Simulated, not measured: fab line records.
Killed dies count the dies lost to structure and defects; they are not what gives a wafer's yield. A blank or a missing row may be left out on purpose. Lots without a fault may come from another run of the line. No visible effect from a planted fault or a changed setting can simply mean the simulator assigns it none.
A lot that was struck, set against a sound lot / flow rit cmos / 26 out of 202 route steps
Sound: wafers L919.1, L919.4, L919.6. Wafers L931.2, L931.5, L931.6 were the ones struck. Last of all comes the cause.
Each step with rows lists, per side, the tool, then ch with its chambers, then its first start. Under that, the readings that differ: sound wafers / struck wafers / difference of the means / sigmas: that difference in standard deviations of wafers without a fault.
alike: a reading whose means differ by less than 2 such deviations, as well as words and numbers matching on both sides. not compared: withheld readings; readings where some wafer has no value; bounds like >300 that might hide an equal value; numbers whose values overlap and for which the record gives no deviation.
A row with sigmas, a row that says differs or no value, or rows on one side alone: a step with any of these is where the two part. Numbers that don't overlap but have no deviation are shown without sigmas and don't part them. A reading that every wafer of one side lacks parts them only if that side has two wafers or more.

first, 1 step without rows for these wafers: RIT_PRETRO_IMPLANT_08.
RIT_PRETRO_STRIP_09: strips in O2, time 180 s.
  sound on plasma asher-03 ch 0,1, day 4 11:22; struck on plasma asher-03 ch 0,1, day 7 02:17
  alike: drypump motor current A, o2 flow sccm
  not compared: rf hours counter h
RIT_PRETRO_TW_MEAS_10:
  struck on film metro-03, day 7 02:28; sound on film metro-03, day 4 11:32
  alike: PRETRO_TW
then, 5 steps without rows for these wafers: RIT_GATE_WET_ETCH_00 (etches SiO2 in BOE, target depth 56 nm, time 60 s); RIT_GATE_CLEAN_01 (cleans in SC1, time 600 s); RIT_GATE_CLEAN_02 (cleans in dHF, time 30 s); RIT_GATE_CLEAN_03 (cleans in SC2, time 600 s); RIT_GATE_CLEAN_04 (cleans in dHF, time 58.39 s).
RIT_FOX2_THK_MEAS_91:
  struck on film metro-01, day 7 02:58; sound on film metro-02, day 4 12:05
  alike: FIELD_OXIDE_LEFT_2_THK
then, 2 steps without rows for these wafers: RIT_GATE_OXIDATION_05 (target thk 3 nm, ox time 270 s); RIT_GATE_ANNEAL_06 (time 600 s).
RIT_GATE_THK_MEAS_07:
  struck on film metro-01, day 7 06:04; sound on film metro-03, day 4 14:58
  alike: GATE_OXIDE_THK
RIT_GATE_CVD_08: deposits poly-Si from SiH4, target thk 250 nm, time 2220 s.
  sound on lpcvd-01 ch 0, day 4 15:56; struck on lpcvd-01 ch 1, day 7 06:07
reading=spike tc centre C (C); sound=612.2 611.2 611.2; struck=626.0 626.0 625.0; difference=+14.1; sigmas=+13
reading=spike tc source C (C); sound=633.1 629.8 632.4; struck=646.6 647.2 648.2; difference=+15.6; sigmas=+9
reading=susceptor temp C (C); sound=610.10 609.89 610.23; struck=625.63 624.79 624.80; difference=+15.00; sigmas=+54
reading=zone power load pct (%); sound=8.4 8.5 8.3; struck=13.2 13.3 13.3; difference=+4.9; sigmas=+3
reading=model.poly-Si_of_GATE_CVD_08.thk nm (nm); sound=249.3 249.1 249.4; struck=356.6 354 353.4; difference=+105.4; sigmas=
  alike: sih4 flow sccm
RIT_GATE_THK_MEAS_09:
  struck on film metro-02, day 7 07:44; sound on film metro-02, day 4 18:22
reading=GATE_POLY_THK (nm); sound=249.3 249.0 249.3; struck=356.2 353.7 353.3; difference=+105.2; sigmas=+36
then, 6 steps without rows for these wafers: RIT_GATE_HMDS_10 (prime time 60 s); RIT_GATE_COAT_11 (resist thk 850 nm); RIT_GATE_SOFTBAKE_12 (time 60 s); RIT_GATE_EXPOSE_13 (exposes mask M6, target cd 150 nm); RIT_GATE_PEB_14; RIT_GATE_DEVELOP_15 (develop time 50 s).
RIT_GATE_CD_MEAS_16: target cd 150 nm.
  struck on cd sem-01, day 7 08:45; sound on cd sem-02, day 4 19:16
  alike: cd nm
RIT_GATE_OVL_MEAS_17:
  struck on overlay-02, day 7 08:52; sound on overlay-02, day 4 19:23
reading=GATE_OVL (nm); sound=-1.7 -1.8 -2.9; struck=1.4 -0.9 0.7; difference=+2.5; sigmas=+2
then, 1 step without rows for these wafers: RIT_GATE_HARDBAKE_18 (time 60 s).
RIT_GATE_ETCH_19: etches poly-Si in SF6/CHF3/O2, stops on SiO2, time 165 s, target depth 312.5 nm.
  sound on rie si-01 ch 1,2,3, day 4 19:34; struck on rie si-01 ch 0,1, day 7 09:02
reading=oes product au (a.u.); sound=0.833 0.859 0.846; struck=0.999 1.003 1.019; difference=+0.161; sigmas=+12
reading=model.GATE.feature depth nm (nm); sound=249.3 249.1 249.4; struck=304 306.9 321.8; difference=+62; sigmas=
reading=model.etch.depth nm (nm); sound=249.3 249.1 249.4; struck=304 306.9 321.8; difference=+62; sigmas=
  alike: drypump motor current A, throttle valve pct
  not compared: rf hours counter h
RIT_GATE_STRIP_20: strips in O2, time 180 s.
  sound on plasma asher-02 ch 0,1, day 4 19:41; struck on plasma asher-02 ch 0,1, day 7 09:09
  alike: drypump motor current A, o2 flow sccm
  not compared: rf hours counter h
RIT_M1_PROBE_99:
  struck on prober-02, day 8 04:51; sound on prober-02, day 5 16:54
reading=killed at front end; sound=7 8; struck=264 264 264; difference=+256; sigmas=+83
reading=killed dies; sound=7 8; struck=264 264 264; difference=+256; sigmas=+80
reading=killed on rim; sound=2 2; struck=70 70 70; difference=+68; sigmas=+42
  alike: killed open, killed short

## WHERE THEY PART
Last at RIT_M1_PROBE_99 as far as this record goes, first at RIT_GATE_CVD_08.

WHY: whatever the simulator had introduced
lpcvd-01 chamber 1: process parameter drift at RIT_GATE_CVD_08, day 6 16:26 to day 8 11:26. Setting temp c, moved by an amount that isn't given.
